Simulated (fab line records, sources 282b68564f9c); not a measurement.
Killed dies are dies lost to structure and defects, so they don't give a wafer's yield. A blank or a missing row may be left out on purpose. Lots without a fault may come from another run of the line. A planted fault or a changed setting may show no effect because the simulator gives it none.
Which tool did it? | flow rit_cmos | 15 lots, 45 wafers sampled, at 1 step of a route of 202

WHAT THE GAUGES READ, wafer by wafer
The record holds no reading of a measuring or inspecting step that can be judged against a usual standard deviation.

WHICH TOOL RAN EACH LOT (tool, then ch and the chambers of the sampled wafers, then the start)
lot  | RIT_M1_DEVELOP_08
L428 | litho_track-04 ch 0, day 3 08:00
L429 | litho_track-04 ch 0, day 3 16:00
L430 | litho_track-03 ch 0, day 3 21:00
L432 | litho_track-04 ch 0, day 4 06:00
L433 | litho_track-01 ch 0, day 4 13:00
L434 | litho_track-03 ch 0, day 4 13:00
L435 | litho_track-03 ch 0, day 4 18:00
L440 | litho_track-03, day 6 00:00
L441 | litho_track-01, day 6 01:00
L442 | litho_track-03, day 6 04:00
L447 | litho_track-03 ch 0, day 7 07:00
L448 | litho_track-03 ch 0, day 7 14:00
L449 | litho_track-01 ch 0, day 7 19:00
L450 | litho_track-04 ch 0, day 7 22:00
L451 | litho_track-03 ch 0, day 8 06:00
- RIT_M1_DEVELOP_08: develop time 68 s.

WHAT THE TOOLS THEMSELVES READ (means of the sampled wafers that have a number; where no wafer has one, the mark that the record gives instead)
RIT_M1_DEVELOP_08.
lot  | tool           | chill_plate_temp_C (C)
L428 | litho_track-04 | 22.82
L429 | litho_track-04 | 22.95
L430 | litho_track-03 | 22.94
L432 | litho_track-04 | 23.17
L433 | litho_track-01 | 23.02
L434 | litho_track-03 | 23.05
L435 | litho_track-03 | 22.97
L440 | litho_track-03 | -
L441 | litho_track-01 | -
L442 | litho_track-03 | -
L447 | litho_track-03 | 23.01
L448 | litho_track-03 | 23.12
L449 | litho_track-01 | 22.98
L450 | litho_track-04 | 23.06
L451 | litho_track-03 | 23.03

THE ANSWER, worked out from the rows above alone
Rule: what is usual is taken from the lots themselves. Put in order of their means at a reading, lots are off if they are a third of the lots or fewer, leave a main group of 4 or more, and stand apart from it by a gap of 3 or more times the standard deviation of the main group's means; of several such gaps the widest counts. A main group whose means are all the same, to the digits that the tables above print for the reading, isn't used. A lot without any number at a reading at which 4 lots or more have one is off too. The other lots that the step has rows for count as sound. The gauges are gone through in route order, then the tools' own readings, and for those a lot's mean is taken as printed above. The first step at which some lot is off is used, and at that step the reading that is off furthest; a lot without a number counts as furthest.
Off: L440, L441, L442, at RIT_M1_DEVELOP_08 (chill_plate_temp_C). Without a number there: L440, L441, L442. The main group: mean 23.01 C, standard deviation 0.086.
A tool fits if, at that step or a process step before it, it ran every lot that is off, and no sound lot after the first of them. None of those tried fits.

WHAT THE SIMULATOR HAD PUT IN
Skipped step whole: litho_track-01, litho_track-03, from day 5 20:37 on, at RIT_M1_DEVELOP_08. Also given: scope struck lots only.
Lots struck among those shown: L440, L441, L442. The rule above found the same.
